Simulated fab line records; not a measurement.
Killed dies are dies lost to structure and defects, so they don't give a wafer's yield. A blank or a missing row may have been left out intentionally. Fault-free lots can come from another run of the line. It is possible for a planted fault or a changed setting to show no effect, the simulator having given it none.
Struck lot and sound lot, side by side	flow berkeley-cmos170	15 steps out of a route of 331
Sound: these wafers, L773.3, L773.4, L773.5. Wafers L775.1, L775.4, L775.6 were the ones struck. The cause is given at the end.
At each step with rows: each side's tool, then ch and its chambers, then its first start. Under that, the readings that differ: sound wafers	struck wafers	difference of the means	sigmas: that difference in standard deviations of wafers without a fault.
alike: readings whose means differ by less than 2 such deviations, and words and numbers that are the same on both sides. not compared: withheld readings, readings that some wafer has no value for, bounds like >300 that may hide the same value, and numbers for which the record gives no deviation and whose values overlap.
The two part at a step that has a row with sigmas, a row that says differs or no value, or rows on one side only. Numbers that have no deviation but don't overlap get no sigmas and don't part them. A reading missing from all wafers of one side parts the sides only when that side holds two or more wafers.

first, 6 steps without rows for these wafers: UCB170_M2_COAT_09; UCB170_M2_COAT_10 (resist thk 900 nm); UCB170_M2_SOFTBAKE_11 (time 60 s); UCB170_M2_EXPOSE_12 (exposes mask METAL2, target cd 700 nm); UCB170_M2_PEB_13; UCB170_M2_DEVELOP_14 (develop time 45 s).
UCB170_M2_CD_MEAS_15: the cd target is 700 nm.
  sound: cd-sem-02 at day 11 15:19; struck: cd-sem-01 at day 11 22:36
  alike: cd-nm
UCB170_M2_OVL_MEAS_16:
  sound: overlay-02 at day 11 15:24; struck: overlay-01 at day 11 22:43
  alike: M2_OVL
UCB170_M2_ETCH_17: etches BARC in N2/H2.
  sound on rie-diel-03 ch 1,3, day 11 15:26; struck on rie-diel-02 ch 0,1,2, day 11 22:45
reading	sound	struck	difference	sigmas
drypump-motor-current-A (A)	6.4 6.7 6.5	4.8 5.9 5.5	-1.1	-2
  alike: chamber-pressure-mTorr, oes-product-au, throttle-valve-pct
UCB170_M2_METAL_ETCH_18: etches Al in Cl2/BCl3, stops on SiO2, target depth 1170 nm, time 195 s.
  sound on rie-metal-04 ch 0,1, day 11 15:32; struck on rie-metal-01 ch 0,1, day 11 22:47
reading	sound	struck	difference	sigmas
drypump-motor-current-A (A)	6.5 5.6 6.5	4.7 6.0 4.7	-1.1	-2
  alike: chamber-pressure-mTorr, oes-product-au, throttle-valve-pct
  not compared: rf-hours-counter-h
UCB170_M2_STRIP_19: strips in O2.
  sound on plasma-asher-02 ch 0,1, day 11 15:41; struck on plasma-asher-04 ch 1, day 11 22:59
  alike: chamber-pressure-mTorr, drypump-motor-current-A, o2-flow-sccm, oes-product-au
  not compared: rf-hours-counter-h
UCB170_M2_CD_MEAS_90: the cd target is 700 nm.
  sound: cd-sem-01 at day 11 15:48; struck: cd-sem-02 at day 11 23:05
  alike: cd-nm
UCB170_V2_CVD_00: deposits SiO2 from TEOS/O2, target thk 2000 nm, time 250 s.
  sound on pecvd-03 ch 1,2, day 11 15:53; struck on pecvd-04 ch 0,1,2, day 11 23:31
  alike: heater-power-w
UCB170_V2_THK_MEAS_01:
  sound: film-metro-03 at day 11 16:03; struck: film-metro-02 at day 11 23:55
reading	sound	struck	difference	sigmas
V2_TEOS_THK (nm)	1971 1984 1988	3994 4047 4070	+2056	+82
UCB170_M3_PROBE_99:
  the record has rows for the sound wafers here (prober-02, day 12 01:38) and none for the struck ones

== WHERE THEY PART ==
At UCB170_M2_ETCH_17 first; at UCB170_M3_PROBE_99 last (within this record only).

WHY: whatever the simulator had introduced
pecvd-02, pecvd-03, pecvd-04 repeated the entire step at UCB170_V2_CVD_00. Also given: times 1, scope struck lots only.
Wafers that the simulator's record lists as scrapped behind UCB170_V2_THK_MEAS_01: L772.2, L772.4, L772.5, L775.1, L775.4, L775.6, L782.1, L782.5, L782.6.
